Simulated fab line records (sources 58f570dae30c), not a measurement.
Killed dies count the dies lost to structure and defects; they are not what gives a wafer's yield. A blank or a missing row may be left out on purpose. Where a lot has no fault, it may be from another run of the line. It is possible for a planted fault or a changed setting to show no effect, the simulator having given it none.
A lot that was struck, set against a sound lot    flow berkeleyCmos170    15 steps out of a route of 331
Sound: these wafers, L386.2, L386.5, L386.6. Struck: wafers L380.1, L380.2, L380.6. The cause comes at the end.
At each step with rows: each side's tool, then ch and its chambers, then its first start. Under that, the readings that differ: sound wafers    struck wafers    difference of the means    sigmas: that difference in standard deviations of wafers without a fault.
alike: same words and numbers on both sides, and readings whose means sit less than 2 such deviations apart. not compared: any withheld reading, any reading some wafer has no value for, any bound like >300 that may hide the same value, and any number with overlapping values for which the record gives no deviation.
The two part at a step that has a row with sigmas, a row that says differs or no value, or rows on one side only. Non-overlapping numbers with no deviation appear without sigmas and do not part them. A reading missing from all wafers of one side parts the sides only when that side holds two or more wafers.

first, 5 steps without rows for these wafers: UCB170_NLDD_COAT_01 (resist thk 900 nm); UCB170_NLDD_SOFTBAKE_02 (time 60 s); UCB170_NLDD_EXPOSE_03 (exposes mask NSELECT, target cd 1200 nm); UCB170_NLDD_PEB_04; UCB170_NLDD_DEVELOP_05 (develop time 45 s).
UCB170_NLDD_CD_MEAS_06: the cd target is 1200 nm.
  sound on cdSem-02, day 7 12:17; struck on cdSem-02, day 6 06:17
  alike: cdNm
UCB170_NLDD_OVL_MEAS_07:
  sound on overlay-02, day 7 12:24; struck on overlay-01, day 6 06:25
  alike: NLDD_OVL
then, 2 steps without rows for these wafers: UCB170_NLDD_IMPLANT_08; UCB170_NLDD_IMPLANT_09.
UCB170_NLDD_STRIP_10: strips in O2.
  sound on plasmaAsher-02 ch 0,1, day 7 12:44; struck on plasmaAsher-01 ch 0,1, day 6 06:44
  alike: drypumpMotorCurrentA, oesProductAu, stripTimeToEndpointS
  not compared: rfHoursCounterH
UCB170_NLDD_TW_MEAS_11:
  sound on filmMetro-03, day 7 12:50; struck on filmMetro-03, day 6 06:50
  alike: NLDD_TW
then, 1 step without rows for these wafers: UCB170_NLDD_CLEAN_12 (cleans in SPM, time 600 s).
UCB170_SPACER_CVD_00: deposits SiO2 from TEOS/O2, target thk 376 nm, time 47 s.
  sound on pecvd-04 ch 1,2, day 7 13:16; struck on pecvd-04 ch 0,1,2, day 6 07:25
  alike: heaterPowerW
  not compared: sinceWetCleanH
UCB170_SPACER_THK_MEAS_01:
  sound on filmMetro-04, day 7 13:19; struck on filmMetro-04, day 6 07:41
reading               sound        struck       difference  sigmas
SPACER_TEOS_THK (nm)  366 368 366  737 747 749  +378        +76
UCB170_M3_PROBE_99:
  the record holds rows for the sound wafers here (prober-02, day 8 20:10) but none for the struck ones

## WHERE THEY PART
At UCB170_SPACER_THK_MEAS_01 first; at UCB170_M3_PROBE_99 last (within this record only).

WHY: the cause the simulator had injected
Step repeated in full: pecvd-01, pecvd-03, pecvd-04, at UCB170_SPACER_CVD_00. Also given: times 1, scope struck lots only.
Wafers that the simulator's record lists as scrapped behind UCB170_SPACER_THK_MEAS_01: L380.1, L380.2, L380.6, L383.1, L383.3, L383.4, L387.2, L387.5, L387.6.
